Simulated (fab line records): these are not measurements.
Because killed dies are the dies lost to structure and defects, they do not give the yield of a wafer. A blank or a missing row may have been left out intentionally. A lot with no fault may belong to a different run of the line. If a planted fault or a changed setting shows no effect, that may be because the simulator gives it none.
Split-lot study -- flow berkeley-cmos170 -- 23 wafers read across 5 lots, on a route 331 steps long

THE SPLIT
At UCB170_ACTIVE_PEB_11, the setting peb-temp-c was moved away from the recipe's 130 C on 9 of the 23 wafers read, by -2.3% to +1.8%. All remaining wafers had this setting at the recipe value.

FROM THE SPLIT TO THE READING: what the file shows between them, 4 steps
- UCB170_ACTIVE_DEVELOP_12: develop time 45 s
- UCB170_ACTIVE_CD_MEAS_13: target cd 1200 nm
- UCB170_ACTIVE_ETCH_15: etches Si3N4 in CH3F/Ar/O2, stops on SiO2, target depth 242 nm, time 151 s
- UCB170_ACTIVE_STRIP_16: strips in O2

THE READING
cd-nm at UCB170_ACTIVE_CD_MEAS_90, given in nm (cd target 1200 nm). Typical for fault-free wafers on this fab line: 1200.3 nm, with standard deviation 1.2 nm.

wafer,"tool, chamber at the split","peb-temp-c as run, C",against the recipe,"cd-nm, nm",against lot-mates on the recipe
L077.3,"litho-track-02, 0",130,recipe,1200.9,-
L077.4,"litho-track-02, 0",130,recipe,1200.4,-
L077.6,"litho-track-02, 0",130,recipe,1201.8,-
L078.1,"litho-track-03, 0",130,recipe,1199.6,-
L078.2,"litho-track-03, 0",130,recipe,1201.1,-
L078.3,"litho-track-03, 0",132.3,+1.8%,1186.3,-14.0
L078.4,"litho-track-03, 0",132.3,+1.8%,1187.1,-13.2
L078.6,"litho-track-03, 0",130,recipe,1200.1,-
L081.1,"litho-track-04, 0",130,recipe,1198.7,-
L081.2,"litho-track-04, 0",130,recipe,1199.2,-
L081.4,"litho-track-04, 0",130,recipe,1201.2,-
L081.5,"litho-track-04, 0",127,-2.3%,1223.5,+23.8
L081.6,"litho-track-04, 0",127,-2.3%,1221.7,+22.0
L082.2,"litho-track-02, 0",130,recipe,1199.6,-
L082.3,"litho-track-02, 0",130,recipe,1198.8,-
L082.4,"litho-track-02, 0",130,recipe,1199.9,-
L082.5,"litho-track-02, 0",129,-0.8%,1207.4,+8.0
L082.6,"litho-track-02, 0",129,-0.8%,1207.7,+8.3
L080.2,"litho-track-02, 0",130,recipe,1201.0,-
L080.3,"litho-track-02, 0",127.8,-1.7%,1219.1,+17.5
L080.4,"litho-track-02, 0",127.8,-1.7%,1220.5,+18.9
L080.5,"litho-track-02, 0",127.8,-1.7%,1217.8,+16.2
L080.6,"litho-track-02, 0",130,recipe,1202.2,-

FIT RESULTS
A straight line over all 23 wafers: cd-nm changes by -9.46 nm for each +1% of peb-temp-c; r = -0.99; the points scatter about the line by 1.6 nm.
The same after taking each lot's own level away (the mean of its wafers on the recipe; 23 wafers): -9.37 nm for each +1%; r = -0.99; scatter 1.3 nm.
On that fit, the largest move of peb-temp-c shifts the reading by 22 nm.
The span of the lots' own levels, 1199.43 to 1201.60 nm, comes to 1.8 times the standard deviation stated above.
The two slopes are in agreement: the lot-to-lot level therefore moves the slope only a little.
Check: with one of the wafers moved furthest among these (-2.3%) left out of the fit, the line predicts +21.9 nm for it against its lot-mates. It came out at +23.8 nm against them.

FURTHER SPLITS ON THESE WAFERS
These wafers also went through other splits before the reading. Each is held against what the fit with the lots' levels taken away leaves over:
other split on the same wafers,wafers away from the commonest value,r with cd-nm (lot level and that fit taken away)
UCB170_ZERO_COAT_01 spin-rpm,5,+0.10
UCB170_ZERO_DEVELOP_05 develop-time-s,10,-0.04

THE WHOLE CHAIN: every reading that the file lists as answering this split, in the file's order
step,what it does,reading,change (the file's fit),r (the file's)
UCB170_ACTIVE_CD_MEAS_13,target cd 1200 nm,cd-nm,-9.43 nm for each +1% of the setting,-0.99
UCB170_ACTIVE_ETCH_15,"etches Si3N4 in CH3F/Ar/O2, stops on SiO2, target depth 242 nm, time 151 s","ACTIVE.cd-nm (the simulator's own value, which no gauge read)",-9.45 nm for each +1% of the setting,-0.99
UCB170_ACTIVE_CD_MEAS_90,target cd 1200 nm,cd-nm,-9.47 nm for each +1% of the setting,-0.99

FILE'S OWN FIT
cd-nm changes by -9.47 nm for each +1% of peb-temp-c, r = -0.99.
